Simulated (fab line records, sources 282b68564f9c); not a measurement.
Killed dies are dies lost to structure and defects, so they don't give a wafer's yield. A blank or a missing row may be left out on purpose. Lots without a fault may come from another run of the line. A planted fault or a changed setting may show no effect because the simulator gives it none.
fab line records | flow rit_cmos
record lots=6 wafers=18 last_day=7
route steps=202 shown SDANNEAL@156 PSD@157 NSD@158 PLDD@159 NLDD@160 SILICIDE@161 CONTACT@168
lots that met no fault: from a run of the same line without faults
start_h: hours from the record's first day to the start of the lot's first wafer shown | wait_h: hours since the lot's step before | " the same as in the row above | L1.1+2: a row that stands for several wafers | - no value, or no start given | * or withheld: withheld | < > ~ a bound
route shown NAME@n: a module of which the file shows steps, and the number in the route of the first | usual: mean/standard deviation of fault-free wafers | same: alike in all rows | chamber/n: place in a boat | sites: the reading at each site | _std_site: their standard deviation | _edge_site: outer sites' mean less inner sites' | radius_mm: how far each site lies from the wafer's centre | mask NAME#n: copy n | behind: the tool/chamber that last shaped the wafer | hold: why the lot was held/for how many hours/how that ended | device: the transistor (n, p or np) that didn't switch | end of line: the same wafers' tests at the end of the route | a step without rows: its recipe alone | killed: dies lost to structure and defects at the first sort, not the wafer's yield | map: a wafer's dies, x killed, . not, _ none there
set.NAME: the setting as run; set.NAME@STEP: as run at that earlier step | model.NAME: the simulator's own value behind a step, which no gauge read
lots at some steps of the route; a table a step, a row a wafer
services: from which hour (start_h, from the record's first day; less than 0 if before it) a tool's chamber was out of use, for how many hours, and why
## steps
# step RIT_SDANNEAL_RTA_03
# recipe temp_c=1050 time_s=5 idle_temp_c=600 ramp_up_c_per_s=342 ramp_down_c_per_s=171 cool_to_c=600 ambient=N2
# usual chamber_o2_ppm=2.005/0.023 wafer_temp_C_max=1053.6/1.1
# columns lot.wafer tool chamber start_h wait_h chamber_o2_ppm wafer_temp_C_max
L483.2 rtp_anneal-02 0 79.26 0.0 2.018 1053.6
L483.3 " 0 " " 1.997 1052.6
L483.5 " 0 " " 2.018 1053.5
L484.1 rtp_anneal-01 0 82.92 0.0 1.993 1054.3
L484.2 " 0 " " 1.972 1054.4
L484.4 " 0 " " 1.975 1052.3
L492.2 rtp_anneal-01 0 124.96 0.0 2.022 1054.3
L492.5 " 0 " " 1.996 1051.9
L492.6 " 0 " " 2.031 1053.7
L495.1 rtp_anneal-02 0 139.59 0.0 2.052 1053.2
L495.3 " 0 " " 2.001 1052.5
L495.4 " 0 " " 2.053 1053.7
L497.4 rtp_anneal-02 0 147.26 0.0 2.037 1053.1
L497.5 " 0 " " 2.043 1053.4
L497.6 " 0 " " 2.021 1055.0
L500.3 rtp_anneal-01 0 164.08 0.0 2.030 1053.0
L500.4 " 0 " " 2.025 1054.6
L500.6 " 0 " " 1.991 1055.7
# step RIT_SDANNEAL_RS_MEAS_04
# recipe thk_meas_gauge=four-point-probe
# usual PSD_RS=115.8/0.34
# columns lot.wafer tool chamber start_h wait_h PSD_RS[ohm/sq]
L483.2 film_metro-03 - 79.37 0.1 115.7
L483.3 " - " " 115.7
L483.5 " - " " 115.4
L484.1 film_metro-02 - 82.98 0.0 115.8
L484.2 " - " " 115.7
L484.4 " - " " 116.1
L492.2 film_metro-02 - 125.03 0.1 115.7
L492.5 " - " " 116.2
L492.6 " - " " 115.9
L495.1 film_metro-03 - 139.65 0.0 115.4
L495.3 " - " " 115.9
L495.4 " - " " 115.5
L497.4 film_metro-03 - 147.35 0.1 115.3
L497.5 " - " " 115.4
L497.6 " - " " 115.3
L500.3 film_metro-02 - 164.16 0.1 116.0
L500.4 " - " " 116.1
L500.6 " - " " 115.7
# step RIT_SDANNEAL_RS_MEAS_05
# recipe thk_meas_gauge=four-point-probe
# usual NSD_RS=84.45/0.25
# columns lot.wafer tool chamber start_h wait_h NSD_RS[ohm/sq]
L483.2 film_metro-03 - 79.49 0.1 84.08
L483.3 " - " " 84.53
L483.5 " - " " 84.09
L484.1 film_metro-02 - 83.10 0.1 84.51
L484.2 " - " " 84.33
L484.4 " - " " 84.41
L492.2 film_metro-02 - 125.15 0.1 84.34
L492.5 " - " " 84.16
L492.6 " - " " 84.05
L495.1 film_metro-03 - 139.77 0.1 84.55
L495.3 " - " " 84.56
L495.4 " - " " 84.61
L497.4 film_metro-03 - 147.47 0.1 84.46
L497.5 " - " " 84.31
L497.6 " - " " 84.76
L500.3 film_metro-02 - 164.28 0.1 84.40
L500.4 " - " " 84.60
L500.6 " - " " 84.52
# step RIT_SDANNEAL_RS_MEAS_06
# recipe thk_meas_gauge=four-point-probe
# usual PLDD_RS=178.5/0.5
# columns lot.wafer tool chamber start_h wait_h PLDD_RS[ohm/sq]
L483.2 film_metro-03 - 79.61 0.1 178.4
L483.3 " - " " 178.7
L483.5 " - " " 179.1
L484.1 film_metro-02 - 83.22 0.1 178.9
L484.2 " - " " 179.4
L484.4 " - " " 179.1
L492.2 film_metro-02 - 125.27 0.1 178.3
L492.5 " - " " 179.0
L492.6 " - " " 178.3
L495.1 film_metro-03 - 139.89 0.1 178.1
L495.3 " - " " 179.0
L495.4 " - " " 178.2
L497.4 film_metro-03 - 147.59 0.1 177.8
L497.5 " - " " 178.0
L497.6 " - " " 178.3
L500.3 film_metro-02 - 164.40 0.1 179.3
L500.4 " - " " 179.2
L500.6 " - " " 178.7
# step RIT_SDANNEAL_RS_MEAS_07
# recipe thk_meas_gauge=four-point-probe
# usual NLDD_RS=151.6/0.58
# columns lot.wafer tool chamber start_h wait_h NLDD_RS[ohm/sq]
L483.2 film_metro-03 - 79.73 0.1 151.7
L483.3 " - " " 152.1
L483.5 " - " " 152.2
L484.1 film_metro-02 - 83.34 0.1 152.0
L484.2 " - " " 151.6
L484.4 " - " " 152.5
L492.2 film_metro-02 - 125.39 0.1 151.8
L492.5 " - " " 151.2
L492.6 " - " " 151.5
L495.1 film_metro-03 - 140.01 0.1 152.2
L495.3 " - " " 152.4
L495.4 " - " " 152.0
L497.4 film_metro-03 - 147.71 0.1 152.1
L497.5 " - " " 151.8
L497.6 " - " " 152.3
L500.3 film_metro-02 - 164.52 0.1 152.3
L500.4 " - " " 152.6
L500.6 " - " " 151.9
# step RIT_SILICIDE_WET_ETCH_00
# recipe chemistry=BOE target=SiO2 target_depth_nm=14 time_s=15 dry=n2_spin dilution=10:1 temp_c=21.5
# step RIT_SILICIDE_SPUTTER_01
# recipe material=Ti target_thk_nm=30 power_w=350 chamber_pressure_pa=0.667 gas=Ar time_s=240 substrate_temp_c=25
# usual cathode_dc_power_W=349.99/0.064 substrate_temp_c=24.99/0.11 throttle_valve_pct=29.6/1.2
# columns lot.wafer tool chamber start_h wait_h cathode_dc_power_W substrate_temp_c throttle_valve_pct
L483.2 pvd_sputter-01 - 79.85 0.0 349.99 24.97 29.1
L483.3 " - " " 350.02 24.92 30.4
L483.5 " - " " 350.05 24.88 30.2
L484.1 pvd_sputter-03 - 83.47 0.0 350.16 24.90 30.8
L484.2 " - " " 349.97 25.09 29.9
L484.4 " - " " 350.02 25.18 29.8
L492.2 pvd_sputter-04 - 125.52 0.0 349.80 24.98 29.3
L492.5 " - " " 349.88 24.87 30.9
L492.6 " - " " 350.06 25.05 27.7
L495.1 pvd_sputter-01 - 140.14 0.0 350.08 25.05 30.2
L495.3 " - " " 350.00 25.03 30.1
L495.4 " - " " 349.96 24.97 28.3
L497.4 pvd_sputter-03 - 147.78 0.0 350.01 24.90 30.0
L497.5 " - " " 349.98 24.86 30.0
L497.6 " - " " 349.97 24.94 31.3
L500.3 pvd_sputter-04 - 164.61 0.0 350.02 25.00 28.0
L500.4 " - " " 349.91 25.04 28.8
L500.6 " - " " 349.88 24.97 31.0
# step RIT_SILICIDE_RS_MEAS_02
# recipe thk_meas_gauge=four-point-probe reads=Ti_of_SILICIDE_SPUTTER_01
# usual SILICIDE_TI_RS=47.9/0.69
# columns lot.wafer tool chamber start_h wait_h SILICIDE_TI_RS[ohm/sq]
L483.2 film_metro-02 - 80.02 0.1 48.5
L483.3 " - " " 47.9
L483.5 " - " " 48.2
L484.1 film_metro-01 - 83.62 0.1 47.1
L484.2 " - " " 47.5
L484.4 " - " " 47.1
L492.2 film_metro-04 - 125.69 0.1 49.2
L492.5 " - " " 48.2
L492.6 " - " " 48.4
L495.1 film_metro-02 - 140.29 0.1 48.6
L495.3 " - " " 48.4
L495.4 " - " " 48.6
L497.4 film_metro-01 - 147.99 0.1 47.0
L497.5 " - " " 46.7
L497.6 " - " " 46.8
L500.3 film_metro-02 - 164.80 0.1 46.9
L500.4 " - " " 47.8
L500.6 " - " " 47.0
# step RIT_SILICIDE_THK_MEAS_03
# recipe thk_meas_gauge=xrf reads=Ti_of_SILICIDE_SPUTTER_01
# usual SILICIDE_TI_THK=30.5/0.38
# columns lot.wafer tool chamber start_h wait_h SILICIDE_TI_THK[nm]
L483.2 film_metro-02 - 80.13 0.1 30.2
L483.3 " - " " 30.6
L483.5 " - " " 30.5
L484.1 film_metro-01 - 83.74 0.1 30.7
L484.2 " - " " 30.6
L484.4 " - " " 30.8
L492.2 film_metro-04 - 125.80 0.1 29.8
L492.5 " - " " 30.4
L492.6 " - " " 30.1
L495.1 film_metro-02 - 140.41 0.1 30.2
L495.3 " - " " 30.2
L495.4 " - " " 30.1
L497.4 film_metro-01 - 148.08 0.1 30.9
L497.5 " - " " 31.1
L497.6 " - " " 31.0
L500.3 film_metro-02 - 164.90 0.1 31.1
L500.4 " - " " 30.6
L500.6 " - " " 31.1
# step RIT_SILICIDE_RTA_04
# recipe temp_c=650 time_s=10 idle_temp_c=25 ramp_up_s=5 ramp_down_s=5 cool_to_c=25 ambient=N2
# usual chamber_o2_ppm=2.003/0.022 wafer_temp_C_max=652.3/0.63
# columns lot.wafer tool chamber start_h wait_h chamber_o2_ppm wafer_temp_C_max
L483.2 rtp_anneal-01 0 80.19 0.1 2.018 654.5
L483.3 " 0 " " 1.988 653.3
L483.5 " 0 " " 1.967 653.5
L484.1 rtp_anneal-02 0 83.80 0.1 1.977 653.1
L484.2 " 0 " " 1.972 651.4
L484.4 " 0 " " 1.986 651.5
L492.2 rtp_anneal-02 0 125.86 0.1 2.029 651.4
L492.5 " 0 " " 2.029 651.1
L492.6 " 0 " " 2.017 651.9
L495.1 rtp_anneal-01 0 140.47 0.1 1.983 652.5
L495.3 " 0 " " 1.984 653.1
L495.4 " 0 " " 1.979 653.6
L497.4 rtp_anneal-01 0 148.14 0.1 1.991 652.5
L497.5 " 0 " " 1.982 652.8
L497.6 " 0 " " 1.983 652.3
L500.3 rtp_anneal-02 0 164.97 0.1 1.983 651.3
L500.4 " 0 " " 2.014 652.7
L500.6 " 0 " " 2.003 651.8
# step RIT_SILICIDE_WET_ETCH_05
# recipe chemistry=SPM target=Ti temp_c=90 time_s=120 dry=n2_spin
# step RIT_SILICIDE_RTA_06
# recipe temp_c=750 time_s=10 idle_temp_c=25 ramp_up_s=5 ramp_down_s=10 cool_to_c=25 ambient=N2
# usual chamber_o2_ppm=2.002/0.02 wafer_temp_C_max=752.6/0.62
# columns lot.wafer tool chamber start_h wait_h chamber_o2_ppm wafer_temp_C_max
L483.2 rtp_anneal-02 0 80.31 0.0 2.005 752.6
L483.3 " 0 " " 1.967 752.5
L483.5 " 0 " " 2.012 751.9
L484.1 rtp_anneal-01 0 83.98 0.0 2.020 753.3
L484.2 " 0 " " 2.001 752.8
L484.4 " 0 " " 2.026 752.5
L492.2 rtp_anneal-01 0 125.97 0.0 1.989 752.4
L492.5 " 0 " " 1.992 752.6
L492.6 " 0 " " 1.989 752.0
L495.1 rtp_anneal-02 0 140.58 0.0 2.010 752.4
L495.3 " 0 " " 2.002 753.0
L495.4 " 0 " " 1.982 752.3
L497.4 rtp_anneal-02 0 148.25 0.0 2.025 751.3
L497.5 " 0 " " 2.018 751.8
L497.6 " 0 " " 2.000 751.3
L500.3 rtp_anneal-01 0 165.07 0.0 1.998 752.3
L500.4 " 0 " " 2.034 753.3
L500.6 " 0 " " 1.978 752.3
# step RIT_CONTACT_CVD_00
# recipe material=SiO2 target_thk_nm=400 precursor=TEOS temp_c=390 time_s=61 rf_w=400
# usual heater_power_w=308/63 rf_fwd_power_W=396.6/1.5 run_length_s=89.0/0.58
# columns lot.wafer tool chamber start_h wait_h heater_power_w rf_fwd_power_W run_length_s model.SiO2_of_CONTACT_CVD_00.thk_nm
L483.2 pecvd-01 1 80.42 0.1 324 397.0 89.0 393.6
L483.3 " 2 " " 317 396.6 88.5 399.9
L483.5 " 0 " " 233 398.3 88.4 406.8
L484.1 pecvd-04 0 84.04 0.1 248 397.0 89.1 389.8
L484.2 " 1 " " 190 395.3 89.6 391
L484.4 " 0 " " 266 396.1 89.0 394
L492.2 pecvd-01 0 126.03 0.0 316 395.3 111.7 550.4
L492.5 " 1 " " 246 395.8 89.3 405.3
L492.6 " 0 " " 316 394.6 111.2 556.1
L495.1 pecvd-01 2 140.65 0.1 249 395.7 88.5 395.6
L495.3 " 0 " " 312 396.2 111.6 544.6
L495.4 " 2 " " 272 396.2 88.8 401.6
L497.4 pecvd-03 0 148.31 0.0 391 396.9 88.3 403.4
L497.5 " 1 " " 383 395.3 88.1 398.8
L497.6 " 2 " " 382 396.2 88.9 404.7
L500.3 pecvd-03 1 165.12 0.0 431 396.5 88.4 398.9
L500.4 " 1 " " 329 395.0 88.3 402.2
L500.6 " 0 " " 402 398.0 88.5 404.7
# step RIT_CONTACT_THK_MEAS_01
# recipe reads=SiO2_of_CONTACT_CVD_00
# usual CONTACT_TEOS_THK=401/4.5
# columns lot.wafer tool chamber start_h wait_h hold CONTACT_TEOS_THK[nm]
L483.2 film_metro-01 - 80.48 0.0 - 394
L483.3 " - " " - 400
L483.5 " - " " - 407
L484.1 film_metro-03 - 84.09 0.0 - 390
L484.2 " - " " - 391
L484.4 " - " " - 394
L492.2 film_metro-01 - 126.09 0.0 await_dispo/0.2h/release 550
L492.5 " - " " await_dispo/0.2h/release 405
L492.6 " - " " await_dispo/0.2h/release 556
L492.2 film_metro-01 - 126.31 0.2 - 550
L492.5 " - " " - 406
L492.6 " - " " - 556
L495.1 film_metro-01 - 140.70 0.0 await_dispo/0.2h/release 396
L495.3 " - " " await_dispo/0.2h/release 545
L495.4 " - " " await_dispo/0.2h/release 402
L495.1 film_metro-01 - 140.93 0.2 - 395
L495.3 " - " " - 545
L495.4 " - " " - 402
L497.4 film_metro-01 - 148.37 0.0 - 403
L497.5 " - " " - 399
L497.6 " - " " - 404
L500.3 film_metro-02 - 165.19 0.0 - 399
L500.4 " - " " - 402
L500.6 " - " " - 405
# step RIT_CONTACT_COAT_03
# recipe resist=NOVOLAK spin_rpm=3250 resist_thk_nm=1000
# step RIT_CONTACT_SOFTBAKE_04
# recipe resist=NOVOLAK temp_c=90 time_s=60
# step RIT_CONTACT_EXPOSE_05
# recipe mask_id=M11 na=0.6 source_shape=conventional sigma_outer=0.5 target_cd_nm=1000 dose_mj=250
# step RIT_CONTACT_PEB_06
# recipe resist=NOVOLAK temp_c=withheld time_s=withheld
# step RIT_CONTACT_DEVELOP_07
# recipe resist=NOVOLAK develop_time_s=120 dev_temp_c=23
# step RIT_CONTACT_CD_MEAS_08
# recipe target_cd_nm=1000
# usual cd_nm=999.5/1.6
# columns lot.wafer tool chamber start_h wait_h cd_nm
L483.2 cd_sem-01 - 81.70 - 999.8
L483.3 " - " " 997.4
L483.5 " - " " 997.5
L484.1 cd_sem-01 - 85.17 - 997.9
L484.2 " - " " 997.4
L484.4 " - " " 997.5
L492.2 cd_sem-01 - 129.88 - 996.8
L492.5 " - " " 998.0
L492.6 " - " " 998.9
L495.1 cd_sem-02 - 144.94 - 996.9
L495.3 " - " " 998.0
L495.4 " - " " 997.8
L497.4 cd_sem-01 - 149.55 - 1001.0
L497.5 " - " " 999.3
L497.6 " - " " 999.4
L500.3 cd_sem-01 - 166.24 - 999.8
L500.4 " - " " 1000.2
L500.6 " - " " 999.7
# step RIT_CONTACT_OVL_MEAS_09
# usual CONTACT_OVL=-0.8/1.7
# columns lot.wafer tool chamber start_h wait_h CONTACT_OVL[nm]
L483.2 overlay-02 - 81.81 0.1 -1.4
L483.3 " - " " -0.1
L483.5 " - " " -2.2
L484.1 overlay-01 - 85.29 0.1 -2.5
L484.2 " - " " -4.4
L484.4 " - " " -1.2
L492.2 overlay-01 - 129.99 0.1 -0.2
L492.5 " - " " 0.7
L492.6 " - " " -0.5
L495.1 overlay-02 - 145.06 0.1 -1.0
L495.3 " - " " -2.3
L495.4 " - " " -1.0
L497.4 overlay-01 - 149.63 0.1 -1.5
L497.5 " - " " 0.8
L497.6 " - " " 0.0
L500.3 overlay-02 - 166.33 0.1 1.6
L500.4 " - " " 0.8
L500.6 " - " " 1.8
# step RIT_CONTACT_HARDBAKE_10
# recipe resist=NOVOLAK temp_c=140 time_s=60
# step RIT_CONTACT_ETCH_11
# recipe target_depth_a=4800 over_etch_frac=0.2 stop_on=TiSi2 chemistry=CHF3/CF4/Ar target=SiO2 CHF3_flow_sccm=50 cf4_flow_sccm=10 Ar_flow_sccm=100 O2_flow_sccm=5 pressure_mtorr=100 rf_w=200 time_s=320
# usual drypump_motor_current_A=5.8/0.5 mfc_ar_sccm=100.0/0.3 oes_product_au=0.989/0.012 rf_fwd_power_W=199.5/0.64 throttle_valve_pct=8.87/0.19
# columns lot.wafer tool chamber start_h wait_h drypump_motor_current_A mfc_ar_sccm oes_product_au rf_fwd_power_W rf_hours_counter_h throttle_valve_pct model.CONTACT.feature_depth_nm model.etch.depth_nm
L483.2 rie_diel-01 1 81.99 0.1 6.3 100.1 0.978 199.9 47 8.96 393.6 393.6
L483.3 " 0 " " 5.3 100.1 0.991 199.1 4 8.82 399.9 399.9
L483.5 " 1 " " 6.3 99.8 0.982 199.3 - 8.94 406.8 406.8
L484.1 rie_diel-02 3 85.48 0.1 5.2 99.8 0.977 199.1 72 9.11 389.8 389.8
L484.2 " 0 " " 6.3 100.0 0.984 199.3 168 8.66 391 391
L484.4 " 1 " " 6.6 99.9 1.011 199.3 - 9.07 394 394
L492.2 rie_diel-02 1 130.30 0.1 6.6 100.1 1.019 199.9 122 9.05 482.9 482.9
L492.5 " 0 " " 6.3 99.7 0.976 198.9 - 8.66 405.3 405.3
L492.6 " 1 " " 6.6 99.7 1.018 200.8 - 9.06 479.2 479.2
L495.1 rie_diel-01 2 145.25 0.1 5.5 99.9 0.986 199.8 24 9.12 395.6 395.6
L495.3 " 1 " " 6.3 100.0 0.990 198.6 49 8.95 478.4 478.4
L495.4 " 0 " " 5.3 100.4 0.989 199.1 5 8.81 401.6 401.6
L497.4 rie_diel-01 2 149.80 0.1 5.5 100.0 0.982 199.5 24 9.14 403.4 403.4
L497.5 " 2 " " 5.5 99.9 0.982 199.9 - 9.12 398.8 398.8
L497.6 " 3 " " 5.4 99.8 0.998 199.3 - 8.64 404.7 404.7
L500.3 rie_diel-01 1 166.50 0.1 6.3 100.1 0.977 199.2 49 8.96 398.9 398.9
L500.4 " 1 " " 6.3 100.2 0.978 199.2 - 8.95 402.2 402.2
L500.6 " 3 " " 5.4 99.9 1.012 200.7 - 8.63 404.7 404.7
# step RIT_CONTACT_STRIP_12
# recipe chemistry=O2 time_s=180 resist=NOVOLAK platen_temp_c=withheld power_w=500 pressure_mtorr=4000 o2_flow_sccm=4000
# usual drypump_motor_current_A=5.9/0.48 rf_refl_power_W=7.3/1.4
# columns lot.wafer tool chamber start_h wait_h drypump_motor_current_A rf_hours_counter_h rf_refl_power_W
L483.2 plasma_asher-02 0 82.18 0.1 6.6 43 8.7
L483.3 " 1 " " 5.7 - 5.5
L483.5 " 0 " " 6.6 - 8.5
L484.1 plasma_asher-01 1 85.67 0.1 6.2 29 6.8
L484.2 " 0 " " 5.9 29 9.0
L484.4 " 1 " " 6.3 - 6.6
L492.2 plasma_asher-04 0 130.49 0.1 5.4 1 5.8
L492.5 " 0 " " 5.4 - 5.8
L492.6 " 1 " " 5.1 - 7.3
L495.1 plasma_asher-04 0 145.44 0.1 5.4 2 5.9
L495.3 " 0 " " 5.4 - 5.7
L495.4 " 1 " " 5.0 - 7.6
L497.4 plasma_asher-01 1 150.05 0.2 6.3 - 6.5
L497.5 " 1 " " 6.3 - 6.5
L497.6 " 0 " " 5.8 - 9.0
L500.3 plasma_asher-01 0 166.76 0.2 5.8 - 8.9
L500.4 " 1 " " 6.2 - 6.5
L500.6 " 0 " " 5.8 - 8.9
# step RIT_CONTACT_CD_MEAS_90
# recipe target_cd_nm=1000
# usual cd_nm=999.6/1.6
# columns lot.wafer tool chamber start_h wait_h cd_nm
L483.2 cd_sem-02 - 82.38 0.1 999.8
L483.3 " - " " 997.2
L483.5 " - " " 997.4
L484.1 cd_sem-02 - 85.85 0.1 997.6
L484.2 " - " " 997.3
L484.4 " - " " 997.4
L492.2 cd_sem-01 - 130.69 0.1 996.5
L492.5 " - " " 998.5
L492.6 " - " " 998.6
L495.1 cd_sem-01 - 145.65 0.2 997.8
L495.3 " - " " 998.7
L495.4 " - " " 998.1
L497.4 cd_sem-01 - 150.23 0.1 1001.6
L497.5 " - " " 999.8
L497.6 " - " " 999.5
L500.3 cd_sem-02 - 166.91 0.1 999.9
L500.4 " - " " 1000.5
L500.6 " - " " 1000.2
# step RIT_CONTACT_CLEAN_13
# recipe chemistry=SC1 mix=3:3:50 time_s=600 temp_c=75
# usual temp_c=75.01/0.12
# columns lot.wafer tool chamber start_h wait_h temp_c model.SiO2_of_CONTACT_CVD_00.thk_nm
L483.2 wet_bench-03 1 82.48 0.1 74.84 389.5
L483.3 " 1 " " 75.13 395.8
L483.5 " 1 " " 74.82 402.7
L484.1 wet_bench-04 2 85.97 0.1 75.13 385.7
L484.2 " 2 " " 75.03 386.9
L484.4 " 2 " " 74.99 389.9
L492.2 wet_bench-01 1 130.88 0.2 74.78 546.3
L492.5 " 1 " " 74.76 401.1
L492.6 " 1 " " 74.98 552
L495.1 wet_bench-01 2 145.94 0.3 75.23 391.4
L495.3 " 2 " " 75.07 540.5
L495.4 " 2 " " 74.98 397.5
L497.4 wet_bench-04 1 150.29 0.0 74.93 399.3
L497.5 " 1 " " 75.10 394.7
L497.6 " 1 " " 75.09 400.6
L500.3 wet_bench-04 2 166.99 0.1 75.11 394.7
L500.4 " 2 " " 74.95 398.1
L500.6 " 2 " " 75.07 400.5
# step RIT_CONTACT_CLEAN_14
# recipe chemistry=SC2 mix=3:3:50 time_s=600 temp_c=75 dry=n2_spin
## services
# columns tool chamber start_h hours kind
rie_diel-01 - 64.93 14.6 pm
rie_diel-02 1 71.90 7.7 repair
rie_diel-02 0 75.18 1.3 repair
pvd_sputter-04 - 81.06 2.9 repair
rie_diel-02 0 87.15 - clean
rie_diel-02 0 87.15 15.4 scheduled_down
rie_diel-02 0 87.15 15.4 vent_cycle
rie_diel-02 3 87.56 9.3 repair
pecvd-01 0 92.19 3.4 repair
plasma_asher-04 - 108.75 9.0 pm
plasma_asher-04 0 108.75 9.0 vent_cycle
plasma_asher-04 1 108.75 9.0 vent_cycle
plasma_asher-04 0 117.75 - clean
plasma_asher-04 1 117.75 - clean
plasma_asher-04 - 135.51 1.5 repair
rie_diel-02 - 149.96 2.8 pm
pvd_sputter-01 - 152.01 19.6 repair
pecvd-03 2 160.20 4.1 repair
rie_diel-01 2 165.78 1.7 repair
## key
first_sign step=RIT_CONTACT_CVD_00 reading=run_length_s direction=up sigmas=39 usual=* struck=*
effect step=RIT_CONTACT_THK_MEAS_01 reading=visit direction=added
effect step=RIT_CONTACT_THK_MEAS_01 reading=CONTACT_TEOS_THK direction=up sigmas=33 usual=401 struck=550
model_effect step=RIT_CONTACT_CVD_00 value=SiO2_of_CONTACT_CVD_00.thk_nm without=401.6 struck=550.4
model_effect step=RIT_CONTACT_ETCH_11 value=CONTACT.feature_depth_nm without=401.6 struck=480.2
model_effect step=RIT_CONTACT_CLEAN_13 value=SiO2_of_CONTACT_CVD_00.thk_nm without=397.5 struck=546.3
met_at RIT_CONTACT_CVD_00
struck_wafers L492.2,L492.6,L495.3
later_rows_left_out L492.2,L492.6,L495.3
sort_left_out L492.2,L492.6,L495.3
tester_left_out L492,L495
onset_between 80.42 126.03
fault kind=process_parameter_drift tool=pecvd-01 chamber=0 onset_h=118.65 steps=RIT_CONTACT_CVD_00 channel=time_s offset=* shape=step end_h=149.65 stated=*
# tester_left_out: of these lots the tester's yield and bins aren't shown, on N5 and GAA mostly nor the transistor test; their killed dies are dies lost to structure and defects alone, not to doping, threshold or leakage, so they don't give the yield
# sort_left_out: the simulated sort isn't trusted on such a fault, so these wafers' sort isn't shown, and their yield isn't known
# later_rows_left_out: the simulator's readings of these wafers behind a module that went badly wrong aren't trusted and aren't shown, but for the sort
